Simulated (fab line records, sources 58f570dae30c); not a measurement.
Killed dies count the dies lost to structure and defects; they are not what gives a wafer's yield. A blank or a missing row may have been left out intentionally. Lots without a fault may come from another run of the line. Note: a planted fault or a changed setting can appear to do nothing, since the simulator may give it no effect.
A lot that was struck, set against a sound lot || flow berkeley-cmos170 || 14 out of 331 route steps
Sound: wafers L866.2, L866.5, L866.6. Struck: wafers L872.1, L872.2, L872.5. The cause is given at the end.
Each step with rows lists, per side, the tool, then ch with its chambers, then its first start. Under that, the readings that differ: sound wafers || struck wafers || difference of the means || sigmas: that difference in standard deviations of wafers without a fault.
alike: readings whose means differ by less than 2 such deviations, and words and numbers that are the same on both sides. not compared: withheld readings, readings that some wafer has no value for, bounds like >300 that may hide the same value, and numbers for which the record gives no deviation and whose values overlap.
A row with sigmas, a row that says differs or no value, or rows on one side alone: a step with any of these is where the two part. Non-overlapping numbers with no deviation appear without sigmas and do not part them. A reading that every wafer of one side lacks parts them only if that side has two wafers or more.

UCB170_M1_CD_MEAS_90: target cd 700 nm.
  sound: cd-sem-02 at day 8 18:26; struck: cd-sem-01 at day 9 21:23
  alike: cd-nm
then, 1 step without rows for these wafers: UCB170_M1_ANNEAL_14 (time 1200 s).
UCB170_V1_CVD_00: deposits SiO2 from TEOS/O2, target thk 2000 nm, time 250 s.
  sound on pecvd-01 ch 0,1,2, day 8 20:58; struck on pecvd-01 ch 0,1, day 9 22:50
  alike: heater-power-w
UCB170_V1_THK_MEAS_01:
  sound: film-metro-02 at day 8 21:09; struck: film-metro-02 at day 9 22:59
  alike: V1_TEOS_THK
UCB170_V1_CMP_02: polishes SiO2.
  sound on cmp-01 ch 1,2, day 8 21:12; struck on cmp-02 ch 1,2,3, day 9 23:09
  alike: edge-zone-pressure-frac, motor-current-A, slurry-flow-ml-min
UCB170_V1_BOW_MEAS_03:
  sound: film-metro-02 at day 8 21:31; struck: film-metro-02 at day 9 23:21
  alike: V1_BOW
UCB170_V1_THK_MEAS_04:
  sound: film-metro-02 at day 8 21:38; struck: film-metro-02 at day 9 23:28
  alike: V1_POLISHED_THK
then, 5 steps without rows for these wafers: UCB170_V1_CLEAN_05 (cleans in DIW); UCB170_V1_HMDS_06 (prime time 60 s); UCB170_V1_COAT_07 (resist thk 900 nm); UCB170_V1_SOFTBAKE_08 (time 60 s); UCB170_V1_EXPOSE_09 (exposes mask VIA1, target cd 700 nm).
UCB170_V1_PEB_10:
  sound on litho-track-02 ch 0, day 8 22:34; struck on litho-track-04, day 10 00:23
  no value came back on the struck wafers for chill-plate-temp-C (C), exhaust-pa (Pa); on the sound wafers chill-plate-temp-C (C) reads 22.93 23.08 23.01
then, 1 step without rows for these wafers: UCB170_V1_DEVELOP_11 (develop time 45 s).

WHERE THEY PART
Within this record, at UCB170_V1_PEB_10 only.

WHY: whatever the simulator had introduced
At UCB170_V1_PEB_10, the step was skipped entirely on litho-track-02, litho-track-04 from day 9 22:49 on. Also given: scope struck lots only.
